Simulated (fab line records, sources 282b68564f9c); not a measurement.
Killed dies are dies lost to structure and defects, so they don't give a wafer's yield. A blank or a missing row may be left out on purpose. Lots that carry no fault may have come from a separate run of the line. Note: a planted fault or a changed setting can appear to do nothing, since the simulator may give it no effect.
Comparing a struck lot with a sound one ; flow rit-cmos ; 36 out of 202 route steps
Sound: the wafers L687.1, L687.4, L687.5. Struck: wafers L678.1, L678.2, L678.3. At the end, the cause is stated.
Per side, at each step with rows, come the tool, then ch with its chambers, and then its first start. Under that, the readings that differ: sound wafers ; struck wafers ; difference of the means ; sigmas: that difference in standard deviations of wafers without a fault.
alike: readings with means less than 2 such deviations apart, plus words and numbers identical on both sides. not compared: withheld readings, readings lacking a value on some wafer, bounds such as >300 that could conceal the same value, and numbers that have no deviation in the record and whose values overlap.
A row with sigmas, a row that says differs or no value, or rows on one side alone: a step with any of these is where the two part. When numbers do not overlap yet have no deviation, they are printed without sigmas and do not part them. A reading that every wafer of one side lacks parts them only if that side has two wafers or more.

first, 9 steps without rows for these wafers: RIT_ACTIVE_DEVELOP_10 (develop time 50 s); RIT_ACTIVE_HARDBAKE_12 (time 60 s); RIT_ACTIVE_ETCH_13 (etches Si3N4 in SF6, stops on SiO2, time 210 s, target depth 210 nm); RIT_ACTIVE_STRIP_14 (strips in O2, time 180 s); RIT_ACTIVE_CLEAN_15 (cleans in SC1, time 600 s); RIT_ACTIVE_CLEAN_16 (cleans in dHF, time 30 s); RIT_ACTIVE_CLEAN_17 (cleans in SC2, time 600 s); RIT_FOX1_OXIDATION_00 (target thk 350.7 nm, ox time 1130 s); RIT_FOX1_WET_ETCH_02 (etches SiO2 in BOE, target depth 350 nm, time 390 s).
RIT_FOX2_OXIDATION_00: target thk 350.7 nm, ox time 1130 s.
  sound on furnace-03 ch 0, day 6 13:43; struck on furnace-01 ch 0, day 4 15:52
reading;sound;struck;difference;sigmas
spike-tc-centre-C (C);1103.3 1100.7 1101.9;1127.4 1126.8 1127.2;+25.2;+21
spike-tc-load-C (C);1127.9 1129.3 1130.6;1155.2 1156.8 1155.9;+26.7;+22
spike-tc-source-C (C);1117 1117 1117;1147 1147 1150;+31;+9
tube-center-temp-C (C);1100.1 1099.9 1100;1124.9 1124.9 1125.2;+25.0;+99 or more
tube_center_temp_C_max;1103.3 1103.6 1102.8;1127.8 1128.2 1127.7;+24.7;+59
model.SiO2_of_FOX2_OXIDATION_00.thk-nm (nm);350.8 347.6 347.6;378.4 388 381.2;+33.9;
  alike: zone-power-centre-pct
RIT_FOX2_THK_MEAS_01:
  sound on film-metro-03 at day 6 15:02; struck on film-metro-02 at day 4 17:10
reading;sound;struck;difference;sigmas
FOX2_OXIDE_THK (nm);351 348 347;378 388 381;+34;+4
then, 2 steps without rows for these wafers: RIT_FOX2_CLEAN_02 (cleans in dHF, time 180 s); RIT_FOX2_WET_ETCH_03 (etches Si3N4 in H3PO4, target depth 195 nm, time 2700 s).
RIT_FOX2_THK_MEAS_90:
  sound on film-metro-03 at day 6 16:40; struck on film-metro-02 at day 4 18:03
reading;sound;struck;difference;sigmas
FIELD_OXIDE_LEFT_1_THK (nm);323 321 320;351 361 354;+34;+4
then, 19 steps without rows for these wafers: RIT_NWELL_HMDS_00 (prime time 60 s); RIT_NWELL_COAT_01 (resist thk 1300 nm); RIT_NWELL_SOFTBAKE_02 (time 60 s); RIT_NWELL_EXPOSE_03 (exposes mask M2, target cd 43900 nm); RIT_NWELL_PEB_04; RIT_NWELL_DEVELOP_05 (develop time 68 s); RIT_NWELL_HARDBAKE_07 (time 120 s); RIT_NWELL_IMPLANT_08; RIT_NWELL_STRIP_09 (strips in O2, time 180 s); RIT_PWELL_HMDS_00 (prime time 60 s); RIT_PWELL_COAT_01 (resist thk 1300 nm); RIT_PWELL_SOFTBAKE_02 (time 60 s); RIT_PWELL_EXPOSE_03 (exposes mask M3, target cd 43700 nm); RIT_PWELL_PEB_04; RIT_PWELL_DEVELOP_05 (develop time 68 s); RIT_PWELL_HARDBAKE_07 (time 120 s); RIT_PWELL_IMPLANT_08; RIT_PWELL_STRIP_09 (strips in O2, time 180 s); RIT_WELLDRIVE_ANNEAL_00 (time 14700 s).
RIT_FOX2_THK_MEAS_91:
  sound on film-metro-03 at day 7 05:26; struck on film-metro-04 at day 5 07:45
reading;sound;struck;difference;sigmas
FIELD_OXIDE_LEFT_2_THK (nm);255 252 252;284 294 287;+35;+4
RIT_SILICIDE_WET_ETCH_00: etches SiO2 in BOE, target depth 14 nm, time 15 s.
  sound on wet-bench-01 ch 0, day 8 03:26; struck on wet-bench-03 ch 1, day 6 04:59
reading;sound;struck;difference;sigmas
model.SiO2_of_FOX2_OXIDATION_00.thk-nm (nm);151.1 147.1 148.8;178.7 188.2 181.8;+33.9;
RIT_M1_PROBE_99:
  sound on prober-02 at day 8 10:34; struck on prober-01 at day 6 12:04
reading;sound;struck;difference;sigmas
model.etest.nldd.width-nm (nm);3162 3185 3165;3150 3138 3149;-25;
model.etest.pldd.width-nm (nm);3183 3169 3175;3138 3131 3132;-42;
model.etest.pplus-sal.width-nm (nm);3443 3455 3453;3428 3426 3424;-24;
model.etest.pwell.rs-ohm-sq;418.7 417.1 415;432.1 435.7 433.4;+16.8;
model.etest.field-n.vt-v (V);34.55 34.06 34.22;38.43 39.54 38.73;+4.62;
model.etest.field-p.vt-v (V);-12.24 -12.26 -12.31;-13.01 -13.4 -13.16;-0.92;
model.etest.field-p-metal.vt-v (V);-28.83 -28.93 -28.97;-28.3 -28.3 -28.37;+0.6;
  alike: killed-at-contacts, killed-at-front-end, killed-dies, killed-on-rim, killed-open, killed-short
  not compared: model.etest.nplus-sal.width-nm

## WHERE THEY PART
At RIT_FOX2_OXIDATION_00 first; at RIT_FOX2_THK_MEAS_91 last (within this record only). Later steps at which nothing parts them and some readings are alike: RIT_M1_PROBE_99.

WHY: the cause the simulator had injected
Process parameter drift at RIT_FOX2_OXIDATION_00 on furnace-01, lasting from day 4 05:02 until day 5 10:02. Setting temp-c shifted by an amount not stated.
